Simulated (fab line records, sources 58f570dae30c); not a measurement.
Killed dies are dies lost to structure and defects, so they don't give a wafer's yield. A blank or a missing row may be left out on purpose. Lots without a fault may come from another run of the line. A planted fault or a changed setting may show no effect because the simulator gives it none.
Which tool did it? | flow berkeley_cmos170 | 14 lots, 42 wafers sampled, at 2 steps of a route of 331

WHAT THE GAUGES READ, wafer by wafer
UCB170_ACTIVE_THK_MEAS_06. Usual: ACTIVE_NITRIDE_THK 223.2 nm, standard deviation 2.4.
lot  | measured    | on            | ACTIVE_NITRIDE_THK (nm) | flag
L681 | day 4 16:53 | film_metro-01 | 222.5 220.8 225.1       |
L682 | day 4 21:12 | film_metro-01 | 221.8 220.6 219.8       |
L683 | day 5 01:31 | film_metro-03 | 224.1 222.4 223.6       |
L686 | day 5 20:25 | film_metro-04 | 221.8 220.0 223.1       |
L685 | day 5 20:26 | film_metro-03 | 227.0 224.8 225.9       |
L688 | day 5 20:29 | film_metro-03 | 225.1 222.7 224.6       |
L689 | day 6 04:04 | film_metro-04 | 222.4 222.1 222.7       |
L690 | day 6 12:22 | film_metro-01 | 223.2 223.0 221.6       |
L693 | day 6 23:43 | film_metro-01 | 225.2 223.6 224.5       |
L696 | day 8 05:05 | film_metro-04 | 218.8 217.4 218.3       |
L697 | day 8 05:05 | film_metro-03 | 220.2 217.9 218.1       |
L698 | day 8 05:07 | film_metro-04 | 222.1 221.9 223.5       |
L701 | day 8 14:05 | film_metro-04 | 227.3 225.1 225.7       |
L702 | day 9 04:15 | film_metro-01 | 221.1 221.0 221.7       |

UCB170_GATE_OVL_MEAS_13. Usual: GATE_OVL -2 nm, standard deviation 5.6.
lot  | measured     | on         | GATE_OVL (nm) | flag
L681 | day 6 17:38  | overlay-01 | -1 0 -1       |
L682 | day 6 20:54  | overlay-01 | -4 -1 -2      |
L683 | day 6 21:28  | overlay-01 | 2 3 3         |
L686 | day 7 23:04  | overlay-02 | -2 6 7        |
L685 | day 7 22:42  | overlay-02 | -9 -16 -15    |
L688 | day 7 22:34  | overlay-02 | -6 -6 -2      |
L689 | day 8 07:14  | overlay-01 | -8 -8 -10     |
L690 | day 8 14:59  | overlay-01 | 5 3 4         |
L693 | day 9 08:32  | overlay-01 | -4 -3 -5      |
L696 | day 10 14:05 | overlay-01 | -2 0 -3       |
L697 | day 10 13:32 | overlay-01 | 2 13 8        |
L698 | day 10 14:03 | overlay-02 | -11 -7 -13    |
L701 | day 11 00:58 | overlay-01 | 1 2 1         |
L702 | day 11 12:01 | overlay-01 | 5 3 6         |

WHICH TOOL RAN EACH LOT (tool, then ch and the chambers of the sampled wafers, then the start)
The record holds no process step before these readings.

WHAT THE TOOLS THEMSELVES READ (means of the sampled wafers that have a number; where no wafer has one, the mark that the record gives instead)
The record holds no such reading with a usual standard deviation.

THE ANSWER, worked out from the rows above alone
Rule: a lot is off if the mean of its wafers that have a number lies more than 3 standard deviations from the usual mean. A lot without any number at a reading at which 4 lots or more have one is off too. The other lots that the step has rows for count as sound. The gauges are gone through in route order, then the tools' own readings, and for those a lot's mean is taken as printed above. The first step at which some lot is off is used, and at that step the reading that is off furthest; a lot without a number counts as furthest.
No lot is off at any reading shown: from this, nothing can be told.

WHAT THE SIMULATOR HAD PUT IN
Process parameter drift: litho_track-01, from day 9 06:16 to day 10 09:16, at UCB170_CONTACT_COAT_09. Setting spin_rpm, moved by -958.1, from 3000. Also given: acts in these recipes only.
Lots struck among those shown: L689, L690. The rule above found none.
